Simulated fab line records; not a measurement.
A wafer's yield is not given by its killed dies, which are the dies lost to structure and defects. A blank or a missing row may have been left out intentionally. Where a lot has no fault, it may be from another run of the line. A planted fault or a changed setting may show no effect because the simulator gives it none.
Matching of chambers | flow berkeley-cmos170 | UCB170_GATE_ETCH_15 on rie-si-02 has 4 sister chambers
The step etches poly-Si in HBr/Cl2, stops on SiO2, time 56.3 s, target depth 278.2 nm. 14 wafers are shown with their chamber, then 7 later ones without.

## WAFERS WITH THEIR CHAMBER
wafer  | chamber | he-backside-leak-sccm (sccm) | oes-product-au (a.u.) | rf-fwd-power-W (W)
L777.1 | 2       | 3.1                          | 0.797                 | 297.2
L777.2 | 0       | 2.4                          | 0.820                 | 296.5
L777.4 | 1       | 2.4                          | 0.833                 | 296.3
L781.3 | 3       | 2.9                          | 0.833                 | 296.7
L781.5 | 1       | 2.3                          | 0.834                 | 297.5
L781.6 | 0       | 2.5                          | 0.826                 | 297.3
L783.1 | 1       | 2.5                          | 0.835                 | 295.5
L783.3 | 2       | 3.0                          | 0.813                 | 298.1
L783.4 | 3       | 2.9                          | 0.833                 | 298.5
L785.1 | 1       | 2.4                          | 0.829                 | 297.2
L785.3 | 0       | 2.4                          | 0.827                 | 294.9
L785.4 | 2       | 3.0                          | 0.802                 | 299.3
L790.1 | 0       | 2.4                          | 0.835                 | 296.8
L790.5 | 1       | 2.3                          | 0.844                 | 298.9

SIGNATURES (averages over the wafers above)
reading               | chamber 0 | chamber 1 | chamber 2 | chamber 3 | scatter within a chamber
he-backside-leak-sccm | 2.425     | 2.380     | 3.033     | 2.900     | 0.0649
oes-product-au        | 0.82700   | 0.83500   | 0.80400   | 0.83300   | 0.00608
rf-fwd-power-W        | 296.375   | 297.080   | 298.200   | 297.600   | 1.17
Rule: for each reading, subtract the chamber's mean from the wafer's reading, divide by that reading's scatter and square the result; add these up over the readings and take the root, which gives the wafer's distance from the chamber. If the next closest chamber is less than 2 further off than the closest, the wafer can't be placed; otherwise it belongs to the closest. The scatter is the square root of a quotient: the sum, over the shown wafers, of each reading's squared deviation from its chamber's mean, divided by wafers minus chambers.

## WAFERS WITHOUT THEIR CHAMBER
wafer  | he-backside-leak-sccm (sccm) | oes-product-au (a.u.) | rf-fwd-power-W (W)
L790.6 | 3.0                          | 0.823                 | 298.3
L792.2 | 3.2                          | 0.812                 | 299.6
L792.3 | 2.4                          | 0.839                 | 296.8
L792.4 | 2.5                          | 0.837                 | 297.7
L795.3 | 2.8                          | 0.837                 | 299.8
L795.5 | 3.0                          | 0.811                 | 298.5
L795.6 | 2.7                          | 0.839                 | 299.7

## CHAMBER TAKEN BY EACH
wafer  | from the rows above          | in truth
L790.6 | can't be placed: 3 or 2      | 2
L792.2 | 2                            | 2
L792.3 | can't be placed: 1 or 0      | 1
L792.4 | can't be placed: 1 or 0      | 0
L795.3 | 3                            | 3
L795.5 | 2                            | 2
L795.6 | can't be placed: 3 or 1 or 0 | 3
Placed correctly: 3 of 7. Not placeable from these rows: 4 (in 4, the candidates include the true chamber). Placed wrongly: 0.
